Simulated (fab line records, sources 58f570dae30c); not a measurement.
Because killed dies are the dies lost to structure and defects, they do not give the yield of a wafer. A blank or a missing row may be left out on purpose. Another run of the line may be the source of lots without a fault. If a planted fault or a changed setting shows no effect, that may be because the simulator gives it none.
One fault through the eyes of 2 desks ; flow berkeley-cmos170 ; each desk has only its own numbers; what lay behind them comes last

METROLOGY DESK
Means of the sampled wafers that have a number, per lot and without regard to the tool the lot ran on: this is what the gauges read. If a lot's mean is further than 4 standard deviations from the usual mean, the lot is out of limits and carries the mark OUT (the distance appears in the brackets).
Columns: A = NWELL_OVL at UCB170_NWELL_OVL_MEAS_12, usual 6 nm; B = PWELL_OXIDE_THK at UCB170_PWELL_THK_MEAS_03, usual 26.5 nm; C = FIELD_OXIDE_THK at UCB170_FIELD_THK_MEAS_02, usual 555 nm; D = FIELD_OXIDE_LEFT_1_THK at UCB170_FIELD_THK_MEAS_90, usual 438 nm; E = FIELD_OXIDE_LEFT_2_THK at UCB170_FIELD_THK_MEAS_91, usual 350 nm
lot;first seen here;A;B;C;D;E
L859;day 2 14:08;8;25.6;552;436;348
L862;day 3 04:40;6;26.5;568;452;365
L864;day 3 12:35;4;26.2;557;438;350
L865;day 3 17:55;2;25.4;563;446;357
L866;day 3 23:00;3;26.2;551;433;344
L867;day 3 23:11;0;26.7;563;446;357
L869;day 4 11:37;8;26.4;556;439;350
L871;day 4 17:38;12;26.9;550;433;345
L870;day 4 17:55;10;27.5;556;438;349
L872;day 5 08:23;7;26.0;534;416;329
L873;day 5 11:51;9;26.9;555;437;348
L874;day 5 14:49;4;27.2;552;434;345
L880;day 6 21:14;7;26.4;626 (+7.7) OUT;508 (+7.4) OUT;420 (+7.3) OUT
L881;day 7 02:26;7;26.6;638 (+9.1) OUT;521 (+8.8) OUT;432 (+8.6) OUT
Per this desk, out of limits: L880, L881; the first was L880, day 9 12:19 (FIELD_OXIDE_THK at UCB170_FIELD_THK_MEAS_02). In limits: L859, L862, L864, L865, L866, L867, L869, L871, L870, L872, L873, L874.

TOOL OWNER'S DESK, furnace-04
The tool's own readings at UCB170_FIELD_OXIDATION_01 (target thk 558.3 nm, ox time 7200 s): means of the sampled wafers that have a number, for each lot that ran on this tool. If a lot's mean is further than 4 standard deviations from the usual mean, the lot is out of limits and carries the mark OUT (the distance appears in the brackets).
Columns: A = spike-tc-centre-C at UCB170_FIELD_OXIDATION_01, usual 1002.5 C; B = spike-tc-load-C at UCB170_FIELD_OXIDATION_01, usual 1026.2 C; C = spike-tc-source-C at UCB170_FIELD_OXIDATION_01, usual 1023.4 C; D = tube-center-temp-C at UCB170_FIELD_OXIDATION_01, usual 1000 C; E = tube_center_temp_C_max at UCB170_FIELD_OXIDATION_01, usual 1002.5
lot;first seen here;A;B;C;D;E
L862;day 5 13:46;1001.4;1026.4;1024.2;1000;1002.0
L865;day 6 14:19;1002.2;1026.9;1023.4;1000;1002.7
L866;day 6 14:19;1002.7;1025.2;1022.6;1000;1002.1
L867;day 6 14:19;1002.5;1026.6;1023.1;1000;1002.3
L869;day 6 21:21;1002.8;1025.9;1023.8;1000;1002.7
L870;day 6 21:21;1001.5;1027.5;1022.8;1000;1002.4
L871;day 6 21:21;1002.8;1025.9;1023.4;1000;1002.7
L880;day 9 09:19;1021.8 (+19) OUT;1046.2 (+20) OUT;1044.5 (+14) OUT;1020 (+99 or more) OUT;1022.3 (+46) OUT
L881;day 9 09:19;1021.9 (+19) OUT;1046.3 (+20) OUT;1043.4 (+13) OUT;1020 (+99 or more) OUT;1022.6 (+47) OUT
Finding of this desk: L880, L881 out of limits; the first was L880 at day 9 09:19, on spike-tc-centre-C at UCB170_FIELD_OXIDATION_01. In limits: L862, L865, L866, L867, L869, L870, L871.

BROUGHT TOGETHER
The tool owner's desk could have raised an alarm at day 9 09:19, on L880, L881.
The metrology desk could have raised an alarm at day 9 12:19, on L880, L881.
All the named lots went through UCB170_FIELD_OXIDATION_01 on furnace-04.

WHAT THE SIMULATOR HAD INSERTED
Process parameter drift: furnace-04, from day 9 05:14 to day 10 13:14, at UCB170_FIELD_OXIDATION_01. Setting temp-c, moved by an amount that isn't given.
Lots struck among those shown: L880, L881.
Time in hours from fault onset to the first out-of-limits reading at each desk: tool owner's desk 4, metrology desk 7.
